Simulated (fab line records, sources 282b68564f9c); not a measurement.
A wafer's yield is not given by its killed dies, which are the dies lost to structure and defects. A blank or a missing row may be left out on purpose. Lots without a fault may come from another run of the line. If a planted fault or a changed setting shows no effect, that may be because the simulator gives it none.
fab line records / flow rit-cmos
[record] lots = 15 wafers = 45 last-day = 8
route steps=202 shown NRETRO@56 PLDD@120 CONTACT@176
lots with no fault: from the same line, run without faults
start-h: hours from the record's first day to the start of the lot's first wafer shown / wait-h: time in hours since the lot's previous step / " repeats the value in the row above / L1.1+2: one row covering several wafers at once / - no value present, or no start provided / * or withheld: withheld / < > ~ a bound
route shown NAME@n: NAME is a module with steps in the file, n the number in the route of the first one / usual: mean and standard deviation over wafers with no fault / same: alike in all rows / chamber/n: place in a boat / sites: readings site by site / _std_site: standard deviation of those values / _edge_site: mean of outer sites minus mean of inner sites / radius-mm: for every site, how far away it sits from the centre of the wafer / mask NAME#n: copy n / behind: the most recent tool/chamber to have shaped the wafer / hold: what put the lot on hold/how long, in hours/how the hold closed / device: whichever transistor did not switch (one of n, p or np) / end of line: at the end of the route, the tests of the same wafers / where a step has no rows: the recipe by itself / killed: not the wafer's yield, but the dies lost to structure and defects at the first sort / map: per-die view of a wafer (x killed, . not killed, _ where there is no die)
set.NAME: the setting that was run; set.NAME@STEP: the one run at that earlier step / model.NAME: the simulator's own value behind a step, which no gauge read
a sample of lots followed through the steps of the route, with each step as a table and each wafer as a row
services: a tool's chamber out of use, with start hour (start-h, from the record's first day; less than 0 if before it), hours out, and reason
[[steps]]
[step RIT_NRETRO_EXPOSE_03]
[recipe] mask-id = M4 na = 0.57 target-cd-nm = 43900 dose-mj = 250
[usual] exposure-dose-mJ-cm2 = 250.02/0.22 focus-offset-nm = 0.0/0.52
lot.wafer=L448.1 tool=iline-stepper-02 chamber=0 start-h=34.25 wait-h=0.2 mask=M4#0 exposure-dose-mJ-cm2=249.83 focus-offset-nm=-0.4
lot.wafer=L448.4 tool=iline-stepper-02 chamber=0 start-h=34.25 wait-h=0.2 mask=M4#0 exposure-dose-mJ-cm2=250.23 focus-offset-nm=-0.2
lot.wafer=L448.6 tool=iline-stepper-02 chamber=0 start-h=34.25 wait-h=0.2 mask=M4#0 exposure-dose-mJ-cm2=249.75 focus-offset-nm=-0.3
lot.wafer=L449.2 tool=iline-stepper-01 chamber=0 start-h=39.26 wait-h=0.2 mask=M4#0 exposure-dose-mJ-cm2=250.22 focus-offset-nm=0.9
lot.wafer=L449.3 tool=iline-stepper-01 chamber=0 start-h=39.26 wait-h=0.2 mask=M4#0 exposure-dose-mJ-cm2=249.71 focus-offset-nm=1.1
lot.wafer=L449.4 tool=iline-stepper-01 chamber=0 start-h=39.26 wait-h=0.2 mask=M4#0 exposure-dose-mJ-cm2=250.02 focus-offset-nm=0.6
lot.wafer=L450.2 tool=iline-stepper-02 chamber=0 start-h=39.85 wait-h=0.2 mask=M4#0 exposure-dose-mJ-cm2=249.95 focus-offset-nm=0.0
lot.wafer=L450.3 tool=iline-stepper-02 chamber=0 start-h=39.85 wait-h=0.2 mask=M4#0 exposure-dose-mJ-cm2=249.90 focus-offset-nm=0.5
lot.wafer=L450.5 tool=iline-stepper-02 chamber=0 start-h=39.85 wait-h=0.2 mask=M4#0 exposure-dose-mJ-cm2=250.32 focus-offset-nm=0.2
lot.wafer=L452.3 tool=iline-stepper-01 chamber=0 start-h=52.43 wait-h=0.1 mask=M4#0 exposure-dose-mJ-cm2=250.05 focus-offset-nm=1.0
lot.wafer=L452.4 tool=iline-stepper-01 chamber=0 start-h=52.43 wait-h=0.1 mask=M4#0 exposure-dose-mJ-cm2=249.81 focus-offset-nm=0.0
lot.wafer=L452.5 tool=iline-stepper-01 chamber=0 start-h=52.43 wait-h=0.1 mask=M4#0 exposure-dose-mJ-cm2=250.12 focus-offset-nm=-0.2
lot.wafer=L453.2 tool=iline-stepper-02 chamber=0 start-h=54.03 wait-h=0.2 mask=M4#0 exposure-dose-mJ-cm2=250.36 focus-offset-nm=-0.2
lot.wafer=L453.4 tool=iline-stepper-02 chamber=0 start-h=54.03 wait-h=0.2 mask=M4#0 exposure-dose-mJ-cm2=249.59 focus-offset-nm=-0.8
lot.wafer=L453.5 tool=iline-stepper-02 chamber=0 start-h=54.03 wait-h=0.2 mask=M4#0 exposure-dose-mJ-cm2=249.95 focus-offset-nm=-0.8
lot.wafer=L454.1 tool=iline-stepper-02 chamber=0 start-h=60.02 wait-h=0.1 mask=M4#0 exposure-dose-mJ-cm2=249.80 focus-offset-nm=0.8
lot.wafer=L454.4 tool=iline-stepper-02 chamber=0 start-h=60.02 wait-h=0.1 mask=M4#0 exposure-dose-mJ-cm2=249.92 focus-offset-nm=0.6
lot.wafer=L454.5 tool=iline-stepper-02 chamber=0 start-h=60.02 wait-h=0.1 mask=M4#0 exposure-dose-mJ-cm2=250.15 focus-offset-nm=-0.6
lot.wafer=L457.1 tool=iline-stepper-02 chamber=0 start-h=76.27 wait-h=0.1 mask=M4#0 exposure-dose-mJ-cm2=249.66 focus-offset-nm=0.5
lot.wafer=L457.3 tool=iline-stepper-02 chamber=0 start-h=76.27 wait-h=0.1 mask=M4#0 exposure-dose-mJ-cm2=250.06 focus-offset-nm=0.2
lot.wafer=L457.4 tool=iline-stepper-02 chamber=0 start-h=76.27 wait-h=0.1 mask=M4#0 exposure-dose-mJ-cm2=250.03 focus-offset-nm=0.0
lot.wafer=L458.2 tool=iline-stepper-02 chamber=0 start-h=85.55 wait-h=0.1 mask=M4#0 exposure-dose-mJ-cm2=250.29 focus-offset-nm=0.1
lot.wafer=L458.3 tool=iline-stepper-02 chamber=0 start-h=85.55 wait-h=0.1 mask=M4#0 exposure-dose-mJ-cm2=249.97 focus-offset-nm=-0.7
lot.wafer=L458.5 tool=iline-stepper-02 chamber=0 start-h=85.55 wait-h=0.1 mask=M4#0 exposure-dose-mJ-cm2=250.19 focus-offset-nm=0.6
lot.wafer=L459.1 tool=iline-stepper-01 chamber=0 start-h=89.19 wait-h=0.2 mask=M4#0 exposure-dose-mJ-cm2=249.92 focus-offset-nm=-0.6
lot.wafer=L459.3 tool=iline-stepper-01 chamber=0 start-h=89.19 wait-h=0.2 mask=M4#0 exposure-dose-mJ-cm2=249.94 focus-offset-nm=0.3
lot.wafer=L459.5 tool=iline-stepper-01 chamber=0 start-h=89.19 wait-h=0.2 mask=M4#0 exposure-dose-mJ-cm2=250.06 focus-offset-nm=-0.8
lot.wafer=L460.1 tool=iline-stepper-01 chamber=0 start-h=90.58 wait-h=0.1 mask=M4#0 exposure-dose-mJ-cm2=250.18 focus-offset-nm=0.1
lot.wafer=L460.2 tool=iline-stepper-01 chamber=0 start-h=90.58 wait-h=0.1 mask=M4#0 exposure-dose-mJ-cm2=250.35 focus-offset-nm=-0.1
lot.wafer=L460.6 tool=iline-stepper-01 chamber=0 start-h=90.58 wait-h=0.1 mask=M4#0 exposure-dose-mJ-cm2=250.15 focus-offset-nm=-0.1
lot.wafer=L462.2 tool=iline-stepper-01 chamber=0 start-h=101.67 wait-h=0.1 mask=M4#0 exposure-dose-mJ-cm2=250.31 focus-offset-nm=-0.2
lot.wafer=L462.4 tool=iline-stepper-01 chamber=0 start-h=101.67 wait-h=0.1 mask=M4#0 exposure-dose-mJ-cm2=249.70 focus-offset-nm=-0.1
lot.wafer=L462.6 tool=iline-stepper-01 chamber=0 start-h=101.67 wait-h=0.1 mask=M4#0 exposure-dose-mJ-cm2=249.94 focus-offset-nm=-1.3
lot.wafer=L468.2 tool=iline-stepper-01 chamber=- start-h=136.69 wait-h=0.2 mask=M4#0 exposure-dose-mJ-cm2=- focus-offset-nm=-
lot.wafer=L468.3 tool=iline-stepper-01 chamber=- start-h=136.69 wait-h=0.2 mask=M4#0 exposure-dose-mJ-cm2=- focus-offset-nm=-
lot.wafer=L468.4 tool=iline-stepper-01 chamber=- start-h=136.69 wait-h=0.2 mask=M4#0 exposure-dose-mJ-cm2=- focus-offset-nm=-
lot.wafer=L469.2 tool=iline-stepper-02 chamber=- start-h=139.21 wait-h=0.2 mask=M4#0 exposure-dose-mJ-cm2=- focus-offset-nm=-
lot.wafer=L469.5 tool=iline-stepper-02 chamber=- start-h=139.21 wait-h=0.2 mask=M4#0 exposure-dose-mJ-cm2=- focus-offset-nm=-
lot.wafer=L469.6 tool=iline-stepper-02 chamber=- start-h=139.21 wait-h=0.2 mask=M4#0 exposure-dose-mJ-cm2=- focus-offset-nm=-
lot.wafer=L470.2 tool=iline-stepper-02 chamber=- start-h=140.70 wait-h=0.1 mask=M4#0 exposure-dose-mJ-cm2=- focus-offset-nm=-
lot.wafer=L470.4 tool=iline-stepper-02 chamber=- start-h=140.70 wait-h=0.1 mask=M4#0 exposure-dose-mJ-cm2=- focus-offset-nm=-
lot.wafer=L470.6 tool=iline-stepper-02 chamber=- start-h=140.70 wait-h=0.1 mask=M4#0 exposure-dose-mJ-cm2=- focus-offset-nm=-
lot.wafer=L471.1 tool=iline-stepper-02 chamber=0 start-h=146.84 wait-h=0.1 mask=M4#0 exposure-dose-mJ-cm2=249.83 focus-offset-nm=-0.4
lot.wafer=L471.4 tool=iline-stepper-02 chamber=0 start-h=146.84 wait-h=0.1 mask=M4#0 exposure-dose-mJ-cm2=250.06 focus-offset-nm=0.6
lot.wafer=L471.6 tool=iline-stepper-02 chamber=0 start-h=146.84 wait-h=0.1 mask=M4#0 exposure-dose-mJ-cm2=250.34 focus-offset-nm=0.2
[step RIT_PLDD_OVL_MEAS_06]
[usual] PLDD_OVL = 0.8/1.4
lot.wafer=L448.1 tool=overlay-02 chamber=- start-h=49.56 wait-h=- PLDD_OVL[nm]=1.3
lot.wafer=L448.4 tool=overlay-02 chamber=- start-h=49.56 wait-h=- PLDD_OVL[nm]=2.0
lot.wafer=L448.6 tool=overlay-02 chamber=- start-h=49.56 wait-h=- PLDD_OVL[nm]=1.8
lot.wafer=L449.2 tool=overlay-01 chamber=- start-h=54.79 wait-h=- PLDD_OVL[nm]=0.9
lot.wafer=L449.3 tool=overlay-01 chamber=- start-h=54.79 wait-h=- PLDD_OVL[nm]=0.2
lot.wafer=L449.4 tool=overlay-01 chamber=- start-h=54.79 wait-h=- PLDD_OVL[nm]=0.0
lot.wafer=L450.2 tool=overlay-01 chamber=- start-h=56.77 wait-h=- PLDD_OVL[nm]=1.0
lot.wafer=L450.3 tool=overlay-01 chamber=- start-h=56.77 wait-h=- PLDD_OVL[nm]=1.2
lot.wafer=L450.5 tool=overlay-01 chamber=- start-h=56.77 wait-h=- PLDD_OVL[nm]=1.0
lot.wafer=L452.3 tool=overlay-01 chamber=- start-h=72.20 wait-h=- PLDD_OVL[nm]=0.2
lot.wafer=L452.4 tool=overlay-01 chamber=- start-h=72.20 wait-h=- PLDD_OVL[nm]=-1.6
lot.wafer=L452.5 tool=overlay-01 chamber=- start-h=72.20 wait-h=- PLDD_OVL[nm]=0.6
lot.wafer=L453.2 tool=overlay-02 chamber=- start-h=72.43 wait-h=- PLDD_OVL[nm]=3.9
lot.wafer=L453.4 tool=overlay-02 chamber=- start-h=72.43 wait-h=- PLDD_OVL[nm]=1.2
lot.wafer=L453.5 tool=overlay-02 chamber=- start-h=72.43 wait-h=- PLDD_OVL[nm]=-0.2
lot.wafer=L454.1 tool=overlay-02 chamber=- start-h=75.60 wait-h=- PLDD_OVL[nm]=0.5
lot.wafer=L454.4 tool=overlay-02 chamber=- start-h=75.60 wait-h=- PLDD_OVL[nm]=1.1
lot.wafer=L454.5 tool=overlay-02 chamber=- start-h=75.60 wait-h=- PLDD_OVL[nm]=-0.2
lot.wafer=L457.1 tool=overlay-02 chamber=- start-h=93.12 wait-h=- PLDD_OVL[nm]=1.0
lot.wafer=L457.3 tool=overlay-02 chamber=- start-h=93.12 wait-h=- PLDD_OVL[nm]=0.1
lot.wafer=L457.4 tool=overlay-02 chamber=- start-h=93.12 wait-h=- PLDD_OVL[nm]=-0.9
lot.wafer=L458.2 tool=overlay-01 chamber=- start-h=100.68 wait-h=- PLDD_OVL[nm]=2.0
lot.wafer=L458.3 tool=overlay-01 chamber=- start-h=100.68 wait-h=- PLDD_OVL[nm]=-0.8
lot.wafer=L458.5 tool=overlay-01 chamber=- start-h=100.68 wait-h=- PLDD_OVL[nm]=0.6
lot.wafer=L459.1 tool=overlay-01 chamber=- start-h=103.08 wait-h=- PLDD_OVL[nm]=2.8
lot.wafer=L459.3 tool=overlay-01 chamber=- start-h=103.08 wait-h=- PLDD_OVL[nm]=2.7
lot.wafer=L459.5 tool=overlay-01 chamber=- start-h=103.08 wait-h=- PLDD_OVL[nm]=1.3
lot.wafer=L460.1 tool=overlay-02 chamber=- start-h=104.78 wait-h=- PLDD_OVL[nm]=0.3
lot.wafer=L460.2 tool=overlay-02 chamber=- start-h=104.78 wait-h=- PLDD_OVL[nm]=-1.0
lot.wafer=L460.6 tool=overlay-02 chamber=- start-h=104.78 wait-h=- PLDD_OVL[nm]=0.0
lot.wafer=L462.2 tool=overlay-02 chamber=- start-h=119.43 wait-h=- PLDD_OVL[nm]=2.2
lot.wafer=L462.4 tool=overlay-02 chamber=- start-h=119.43 wait-h=- PLDD_OVL[nm]=0.9
lot.wafer=L462.6 tool=overlay-02 chamber=- start-h=119.43 wait-h=- PLDD_OVL[nm]=2.4
lot.wafer=L468.2 tool=overlay-02 chamber=- start-h=163.01 wait-h=- PLDD_OVL[nm]=1.2
lot.wafer=L468.3 tool=overlay-02 chamber=- start-h=163.01 wait-h=- PLDD_OVL[nm]=0.1
lot.wafer=L468.4 tool=overlay-02 chamber=- start-h=163.01 wait-h=- PLDD_OVL[nm]=0.3
lot.wafer=L469.2 tool=overlay-01 chamber=- start-h=163.29 wait-h=- PLDD_OVL[nm]=2.3
lot.wafer=L469.5 tool=overlay-01 chamber=- start-h=163.29 wait-h=- PLDD_OVL[nm]=3.3
lot.wafer=L469.6 tool=overlay-01 chamber=- start-h=163.29 wait-h=- PLDD_OVL[nm]=2.1
lot.wafer=L470.2 tool=overlay-02 chamber=- start-h=163.55 wait-h=- PLDD_OVL[nm]=1.0
lot.wafer=L470.4 tool=overlay-02 chamber=- start-h=163.55 wait-h=- PLDD_OVL[nm]=1.5
lot.wafer=L470.6 tool=overlay-02 chamber=- start-h=163.55 wait-h=- PLDD_OVL[nm]=0.5
lot.wafer=L471.1 tool=overlay-01 chamber=- start-h=173.57 wait-h=- PLDD_OVL[nm]=-0.4
lot.wafer=L471.4 tool=overlay-01 chamber=- start-h=173.57 wait-h=- PLDD_OVL[nm]=0.7
lot.wafer=L471.6 tool=overlay-01 chamber=- start-h=173.57 wait-h=- PLDD_OVL[nm]=2.2
[step RIT_PLDD_STRIP_09]
[recipe] chemistry = O2 time-s = 180 resist = NOVOLAK platen-temp-c = withheld power-w = 500 pressure-mtorr = 4000 o2-flow-sccm = 4000
[usual] drypump-motor-current-A = 5.8/0.61 o2-flow-sccm = 4001/12
lot.wafer=L448.1 tool=plasma-asher-01 chamber=1 start-h=49.90 wait-h=0.1 drypump-motor-current-A=5.2 o2-flow-sccm=4013 rf-hours-counter-h=40
lot.wafer=L448.4 tool=plasma-asher-01 chamber=1 start-h=49.90 wait-h=0.1 drypump-motor-current-A=5.2 o2-flow-sccm=4015 rf-hours-counter-h=-
lot.wafer=L448.6 tool=plasma-asher-01 chamber=1 start-h=49.90 wait-h=0.1 drypump-motor-current-A=5.2 o2-flow-sccm=4017 rf-hours-counter-h=-
lot.wafer=L449.2 tool=plasma-asher-04 chamber=0 start-h=55.12 wait-h=0.1 drypump-motor-current-A=5.8 o2-flow-sccm=4012 rf-hours-counter-h=41
lot.wafer=L449.3 tool=plasma-asher-04 chamber=1 start-h=55.12 wait-h=0.1 drypump-motor-current-A=6.4 o2-flow-sccm=3988 rf-hours-counter-h=-
lot.wafer=L449.4 tool=plasma-asher-04 chamber=0 start-h=55.12 wait-h=0.1 drypump-motor-current-A=5.8 o2-flow-sccm=3999 rf-hours-counter-h=-
lot.wafer=L450.2 tool=plasma-asher-02 chamber=0 start-h=57.10 wait-h=0.1 drypump-motor-current-A=6.5 o2-flow-sccm=4004 rf-hours-counter-h=27
lot.wafer=L450.3 tool=plasma-asher-02 chamber=0 start-h=57.10 wait-h=0.1 drypump-motor-current-A=6.5 o2-flow-sccm=3994 rf-hours-counter-h=-
lot.wafer=L450.5 tool=plasma-asher-02 chamber=0 start-h=57.10 wait-h=0.1 drypump-motor-current-A=6.5 o2-flow-sccm=3994 rf-hours-counter-h=-
lot.wafer=L452.3 tool=plasma-asher-04 chamber=1 start-h=72.58 wait-h=0.1 drypump-motor-current-A=6.4 o2-flow-sccm=4021 rf-hours-counter-h=-
lot.wafer=L452.4 tool=plasma-asher-04 chamber=0 start-h=72.58 wait-h=0.1 drypump-motor-current-A=5.8 o2-flow-sccm=4018 rf-hours-counter-h=-
lot.wafer=L452.5 tool=plasma-asher-04 chamber=0 start-h=72.58 wait-h=0.1 drypump-motor-current-A=5.8 o2-flow-sccm=3992 rf-hours-counter-h=-
lot.wafer=L453.2 tool=plasma-asher-02 chamber=0 start-h=72.76 wait-h=0.1 drypump-motor-current-A=6.5 o2-flow-sccm=3996 rf-hours-counter-h=28
lot.wafer=L453.4 tool=plasma-asher-02 chamber=0 start-h=72.76 wait-h=0.1 drypump-motor-current-A=6.5 o2-flow-sccm=4008 rf-hours-counter-h=-
lot.wafer=L453.5 tool=plasma-asher-02 chamber=0 start-h=72.76 wait-h=0.1 drypump-motor-current-A=6.5 o2-flow-sccm=4004 rf-hours-counter-h=-
lot.wafer=L454.1 tool=plasma-asher-02 chamber=1 start-h=75.93 wait-h=0.1 drypump-motor-current-A=5.1 o2-flow-sccm=3988 rf-hours-counter-h=29
lot.wafer=L454.4 tool=plasma-asher-02 chamber=0 start-h=75.93 wait-h=0.1 drypump-motor-current-A=6.5 o2-flow-sccm=3988 rf-hours-counter-h=-
lot.wafer=L454.5 tool=plasma-asher-02 chamber=1 start-h=75.93 wait-h=0.1 drypump-motor-current-A=5.1 o2-flow-sccm=3986 rf-hours-counter-h=-
lot.wafer=L457.1 tool=plasma-asher-04 chamber=0 start-h=93.46 wait-h=0.1 drypump-motor-current-A=5.8 o2-flow-sccm=3994 rf-hours-counter-h=45
lot.wafer=L457.3 tool=plasma-asher-04 chamber=0 start-h=93.46 wait-h=0.1 drypump-motor-current-A=5.8 o2-flow-sccm=3992 rf-hours-counter-h=-
lot.wafer=L457.4 tool=plasma-asher-04 chamber=1 start-h=93.46 wait-h=0.1 drypump-motor-current-A=6.4 o2-flow-sccm=4001 rf-hours-counter-h=-
lot.wafer=L458.2 tool=plasma-asher-01 chamber=1 start-h=101.01 wait-h=0.1 drypump-motor-current-A=5.2 o2-flow-sccm=4019 rf-hours-counter-h=45
lot.wafer=L458.3 tool=plasma-asher-01 chamber=0 start-h=101.01 wait-h=0.1 drypump-motor-current-A=5.1 o2-flow-sccm=4008 rf-hours-counter-h=-
lot.wafer=L458.5 tool=plasma-asher-01 chamber=0 start-h=101.01 wait-h=0.1 drypump-motor-current-A=5.1 o2-flow-sccm=4010 rf-hours-counter-h=-
lot.wafer=L459.1 tool=plasma-asher-02 chamber=1 start-h=103.42 wait-h=0.1 drypump-motor-current-A=5.1 o2-flow-sccm=4011 rf-hours-counter-h=32
lot.wafer=L459.3 tool=plasma-asher-02 chamber=0 start-h=103.42 wait-h=0.1 drypump-motor-current-A=6.4 o2-flow-sccm=3982 rf-hours-counter-h=-
lot.wafer=L459.5 tool=plasma-asher-02 chamber=1 start-h=103.42 wait-h=0.1 drypump-motor-current-A=5.1 o2-flow-sccm=4002 rf-hours-counter-h=-
lot.wafer=L460.1 tool=plasma-asher-02 chamber=1 start-h=105.11 wait-h=0.1 drypump-motor-current-A=5.1 o2-flow-sccm=4002 rf-hours-counter-h=32
lot.wafer=L460.2 tool=plasma-asher-02 chamber=0 start-h=105.11 wait-h=0.1 drypump-motor-current-A=6.5 o2-flow-sccm=3990 rf-hours-counter-h=32
lot.wafer=L460.6 tool=plasma-asher-02 chamber=0 start-h=105.11 wait-h=0.1 drypump-motor-current-A=6.5 o2-flow-sccm=3994 rf-hours-counter-h=-
lot.wafer=L462.2 tool=plasma-asher-01 chamber=1 start-h=119.76 wait-h=0.1 drypump-motor-current-A=5.2 o2-flow-sccm=3986 rf-hours-counter-h=47
lot.wafer=L462.4 tool=plasma-asher-01 chamber=0 start-h=119.76 wait-h=0.1 drypump-motor-current-A=5.1 o2-flow-sccm=3992 rf-hours-counter-h=-
lot.wafer=L462.6 tool=plasma-asher-01 chamber=1 start-h=119.76 wait-h=0.1 drypump-motor-current-A=5.2 o2-flow-sccm=4010 rf-hours-counter-h=-
lot.wafer=L468.2 tool=plasma-asher-02 chamber=1 start-h=163.34 wait-h=0.1 drypump-motor-current-A=5.1 o2-flow-sccm=3993 rf-hours-counter-h=37
lot.wafer=L468.3 tool=plasma-asher-02 chamber=1 start-h=163.34 wait-h=0.1 drypump-motor-current-A=5.1 o2-flow-sccm=4010 rf-hours-counter-h=-
lot.wafer=L468.4 tool=plasma-asher-02 chamber=0 start-h=163.34 wait-h=0.1 drypump-motor-current-A=6.5 o2-flow-sccm=4006 rf-hours-counter-h=-
lot.wafer=L469.2 tool=plasma-asher-04 chamber=1 start-h=163.62 wait-h=0.1 drypump-motor-current-A=6.4 o2-flow-sccm=3976 rf-hours-counter-h=4
lot.wafer=L469.5 tool=plasma-asher-04 chamber=1 start-h=163.62 wait-h=0.1 drypump-motor-current-A=6.4 o2-flow-sccm=4020 rf-hours-counter-h=-
lot.wafer=L469.6 tool=plasma-asher-04 chamber=0 start-h=163.62 wait-h=0.1 drypump-motor-current-A=5.8 o2-flow-sccm=3985 rf-hours-counter-h=-
lot.wafer=L470.2 tool=plasma-asher-01 chamber=1 start-h=163.88 wait-h=0.1 drypump-motor-current-A=5.2 o2-flow-sccm=4004 rf-hours-counter-h=51
lot.wafer=L470.4 tool=plasma-asher-01 chamber=1 start-h=163.88 wait-h=0.1 drypump-motor-current-A=5.2 o2-flow-sccm=3986 rf-hours-counter-h=-
lot.wafer=L470.6 tool=plasma-asher-01 chamber=1 start-h=163.88 wait-h=0.1 drypump-motor-current-A=5.2 o2-flow-sccm=4012 rf-hours-counter-h=-
lot.wafer=L471.1 tool=plasma-asher-02 chamber=0 start-h=173.91 wait-h=0.1 drypump-motor-current-A=6.5 o2-flow-sccm=3999 rf-hours-counter-h=38
lot.wafer=L471.4 tool=plasma-asher-02 chamber=0 start-h=173.91 wait-h=0.1 drypump-motor-current-A=6.5 o2-flow-sccm=3988 rf-hours-counter-h=-
lot.wafer=L471.6 tool=plasma-asher-02 chamber=1 start-h=173.91 wait-h=0.1 drypump-motor-current-A=5.1 o2-flow-sccm=4020 rf-hours-counter-h=-
[step RIT_CONTACT_CD_MEAS_08]
[recipe] target-cd-nm = 1000
[usual] cd-nm = 1000.5/2.2
lot.wafer=L448.1 tool=cd-sem-02 chamber=- start-h=58.29 wait-h=- cd-nm=1002.6
lot.wafer=L448.4 tool=cd-sem-02 chamber=- start-h=58.29 wait-h=- cd-nm=1004.3
lot.wafer=L448.6 tool=cd-sem-02 chamber=- start-h=58.29 wait-h=- cd-nm=1003.9
lot.wafer=L449.2 tool=cd-sem-01 chamber=- start-h=64.93 wait-h=- cd-nm=999.8
lot.wafer=L449.3 tool=cd-sem-01 chamber=- start-h=64.93 wait-h=- cd-nm=999.7
lot.wafer=L449.4 tool=cd-sem-01 chamber=- start-h=64.93 wait-h=- cd-nm=1000.9
lot.wafer=L450.2 tool=cd-sem-01 chamber=- start-h=68.31 wait-h=- cd-nm=999.1
lot.wafer=L450.3 tool=cd-sem-01 chamber=- start-h=68.31 wait-h=- cd-nm=999.4
lot.wafer=L450.5 tool=cd-sem-01 chamber=- start-h=68.31 wait-h=- cd-nm=999.4
lot.wafer=L452.3 tool=cd-sem-01 chamber=- start-h=81.15 wait-h=- cd-nm=996.8
lot.wafer=L452.4 tool=cd-sem-01 chamber=- start-h=81.15 wait-h=- cd-nm=997.7
lot.wafer=L452.5 tool=cd-sem-01 chamber=- start-h=81.15 wait-h=- cd-nm=998.1
lot.wafer=L453.2 tool=cd-sem-01 chamber=- start-h=82.51 wait-h=- cd-nm=1000.5
lot.wafer=L453.4 tool=cd-sem-01 chamber=- start-h=82.51 wait-h=- cd-nm=1001.2
lot.wafer=L453.5 tool=cd-sem-01 chamber=- start-h=82.51 wait-h=- cd-nm=998.4
lot.wafer=L454.1 tool=cd-sem-02 chamber=- start-h=84.62 wait-h=- cd-nm=1001.0
lot.wafer=L454.4 tool=cd-sem-02 chamber=- start-h=84.62 wait-h=- cd-nm=1000.3
lot.wafer=L454.5 tool=cd-sem-02 chamber=- start-h=84.62 wait-h=- cd-nm=1000.6
lot.wafer=L457.1 tool=cd-sem-01 chamber=- start-h=101.94 wait-h=- cd-nm=998.8
lot.wafer=L457.3 tool=cd-sem-01 chamber=- start-h=101.94 wait-h=- cd-nm=997.8
lot.wafer=L457.4 tool=cd-sem-01 chamber=- start-h=101.94 wait-h=- cd-nm=999.3
lot.wafer=L458.2 tool=cd-sem-01 chamber=- start-h=109.89 wait-h=- cd-nm=998.8
lot.wafer=L458.3 tool=cd-sem-01 chamber=- start-h=109.89 wait-h=- cd-nm=997.6
lot.wafer=L458.5 tool=cd-sem-01 chamber=- start-h=109.89 wait-h=- cd-nm=998.3
lot.wafer=L459.1 tool=cd-sem-02 chamber=- start-h=112.95 wait-h=- cd-nm=1001.9
lot.wafer=L459.3 tool=cd-sem-02 chamber=- start-h=112.95 wait-h=- cd-nm=1000.5
lot.wafer=L459.5 tool=cd-sem-02 chamber=- start-h=112.95 wait-h=- cd-nm=1000.9
lot.wafer=L460.1 tool=cd-sem-01 chamber=- start-h=113.85 wait-h=- cd-nm=1002.6
lot.wafer=L460.2 tool=cd-sem-01 chamber=- start-h=113.85 wait-h=- cd-nm=1004.8
lot.wafer=L460.6 tool=cd-sem-01 chamber=- start-h=113.85 wait-h=- cd-nm=1004.5
lot.wafer=L462.2 tool=cd-sem-01 chamber=- start-h=128.20 wait-h=- cd-nm=1000.4
lot.wafer=L462.4 tool=cd-sem-01 chamber=- start-h=128.20 wait-h=- cd-nm=998.5
lot.wafer=L462.6 tool=cd-sem-01 chamber=- start-h=128.20 wait-h=- cd-nm=996.9
lot.wafer=L468.2 tool=cd-sem-01 chamber=- start-h=171.97 wait-h=- cd-nm=1001.4
lot.wafer=L468.3 tool=cd-sem-01 chamber=- start-h=171.97 wait-h=- cd-nm=999.0
lot.wafer=L468.4 tool=cd-sem-01 chamber=- start-h=171.97 wait-h=- cd-nm=999.8
lot.wafer=L469.2 tool=cd-sem-02 chamber=- start-h=172.21 wait-h=- cd-nm=999.7
lot.wafer=L469.5 tool=cd-sem-02 chamber=- start-h=172.21 wait-h=- cd-nm=999.4
lot.wafer=L469.6 tool=cd-sem-02 chamber=- start-h=172.21 wait-h=- cd-nm=999.4
lot.wafer=L470.2 tool=cd-sem-01 chamber=- start-h=173.78 wait-h=- cd-nm=999.3
lot.wafer=L470.4 tool=cd-sem-01 chamber=- start-h=173.78 wait-h=- cd-nm=1000.5
lot.wafer=L470.6 tool=cd-sem-01 chamber=- start-h=173.78 wait-h=- cd-nm=1001.8
lot.wafer=L471.1 tool=cd-sem-01 chamber=- start-h=182.12 wait-h=- cd-nm=1000.1
lot.wafer=L471.4 tool=cd-sem-01 chamber=- start-h=182.12 wait-h=- cd-nm=997.4
lot.wafer=L471.6 tool=cd-sem-01 chamber=- start-h=182.12 wait-h=- cd-nm=996.9
[[services]]
tool=iline-stepper-02 chamber=0 start-h=11.28 hours=- kind=calibration
tool=iline-stepper-02 chamber=- start-h=13.93 hours=2.1 kind=pm
tool=iline-stepper-02 chamber=- start-h=16.02 hours=- kind=consumable-replace:lamp
tool=plasma-asher-01 chamber=- start-h=74.82 hours=4.1 kind=repair
tool=iline-stepper-02 chamber=- start-h=106.63 hours=9.2 kind=repair
tool=plasma-asher-04 chamber=- start-h=108.75 hours=9.0 kind=pm
tool=plasma-asher-04 chamber=0 start-h=108.75 hours=9.0 kind=vent-cycle
tool=plasma-asher-04 chamber=1 start-h=108.75 hours=9.0 kind=vent-cycle
tool=plasma-asher-02 chamber=- start-h=114.45 hours=7.6 kind=repair
tool=iline-stepper-01 chamber=0 start-h=116.15 hours=- kind=calibration
tool=plasma-asher-04 chamber=0 start-h=117.75 hours=- kind=clean
tool=plasma-asher-04 chamber=1 start-h=117.75 hours=- kind=clean
[[key]]
[first-sign] step = RIT_NRETRO_EXPOSE_03 reading = tool-record direction = missing
effect none on later readings
met-at RIT_NRETRO_EXPOSE_03
struck-lots L468,L469,L470
sort-left-out L468.2,L468.3,L468.4,L469.2,L469.5,L469.6,L470.2,L470.4,L470.6
tester-left-out L468,L469,L470
not-acting-at RIT_PLDD_OVL_MEAS_06,RIT_PLDD_STRIP_09,RIT_CONTACT_CD_MEAS_08
onset-between 101.67 136.69
[fault] kind = skipped-step-whole tool = iline-stepper-01,iline-stepper-02 chamber = - onset-h = 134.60 steps = RIT_NRETRO_EXPOSE_03 scope = struck-lots-only
// tester-left-out: of these lots the tester's yield and bins aren't shown, on N5 and GAA mostly nor the transistor test; their killed dies are dies lost to structure and defects alone, not to doping, threshold or leakage, so they don't give the yield
// sort-left-out: the simulated sort isn't trusted on such a fault, so these wafers' sort isn't shown, and their yield isn't known
